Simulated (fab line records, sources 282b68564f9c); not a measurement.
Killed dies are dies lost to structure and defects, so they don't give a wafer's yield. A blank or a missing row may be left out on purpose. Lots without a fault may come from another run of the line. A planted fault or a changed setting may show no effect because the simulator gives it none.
Problem report in the 8D (eight disciplines) form, filled by code | flow rit_cmos | the parts of the form that need people (team, actions taken, sign-off) are left out

1. THE PROBLEM
cd_nm at RIT_CONTACT_CD_MEAS_08 reads a mean of 1137.1 nm on 6 wafers of 2 lots; wafers without a fault read 1001.2 nm with a standard deviation of 2.2. That is +62 standard deviations from the usual mean.
The step: target cd 1000 nm.
First seen on wafer L350.3, day 6 12:20, on cd_sem-02. The record holds 42 wafers of 14 lots with a number at this step. Rule for "out", or "out of limits": more than 4 standard deviations from the usual mean. The other wafers with a number count as sound.

2. WHAT IT IS AND WHAT IT IS NOT
question                    | is                     | is not
which readings at this step | cd_nm                  | -
which lots                  | L350, L351             | L335, L336, L337, L338, L339, L340, L343, L344, L345, L346, L349, L355
which wafers of those lots  | all that have a number | -
read on which gauges        | cd_sem-02              | cd_sem-01
when                        | from day 6 12:20       | up to then (33 sound wafers); but 3 sound wafers of L355 came after

3. SUSPECTS, AND WHAT RULES EACH OUT
Counting: a tool at a process step up to the reading stays a suspect if it ran every lot that is out and no sound lot after the first of them.
- the gauge at RIT_CONTACT_CD_MEAS_08: ruled out. All the wafers that are out were read on cd_sem-02, but those of them that RIT_M1_PROBE_99 has rows for are out there too, on other tools.
- litho_track-04 at RIT_CONTACT_COAT_03 (resist thk 1000 nm): kept. It ran every lot that is out, first L350 (day 6 11:24), and no sound lot after that; its last sound lot up to then is L345 (day 5 10:34).
Left after counting: litho_track-04 at RIT_CONTACT_COAT_03.

4. THE CAUSE (what the simulator had put in)
Process parameter drift: litho_track-04, from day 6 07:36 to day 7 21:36, at RIT_CONTACT_COAT_03. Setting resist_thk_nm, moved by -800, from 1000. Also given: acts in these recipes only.
Counting left only this tool.

5. THE CHAIN OF EFFECTS, in route order
Each row: a reading whose mean over the struck wafers that have a number lies more than 3 standard deviations from the usual. Only readings for which the record gives a usual standard deviation are gone through. hours: the time from each lot's start at the first step in this table that gives one to its start at this step, as a median over the lots. sigmas: the change in usual standard deviations.
hours | step                   | reading            | usual     | on struck wafers | change | sigmas
0     | RIT_CONTACT_CD_MEAS_08 | cd_nm              | 1001.2 nm | 1137.1           | +135.9 | +62
5     | RIT_M1_PROBE_99        | killed_at_contacts | 0.1       | 35.8             | +35.7  | +99 or more
5     | RIT_M1_PROBE_99        | killed_dies        | 6.7       | 42.3             | +35.6  | +13
5     | RIT_M1_PROBE_99        | killed_on_rim      | 1.8       | 20.0             | +18.2  | +15
The process steps in it:
- RIT_M1_PROBE_99
Later measuring or inspecting steps at which every struck wafer that the step has a row for has a number for every such reading, and none has moved that far: RIT_M1_CD_MEAS_90.

6. WHAT WOULD HAVE CAUGHT IT SOONER
In this record the first reading out of limits at a measuring or inspecting step was taken at day 6 12:20, 5 hours after the fault began at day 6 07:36.
Of the lots that are out (2), L351 began RIT_CONTACT_COAT_03 on litho_track-04 after day 6 12:20. A hold on the tool at that time would have spared it.
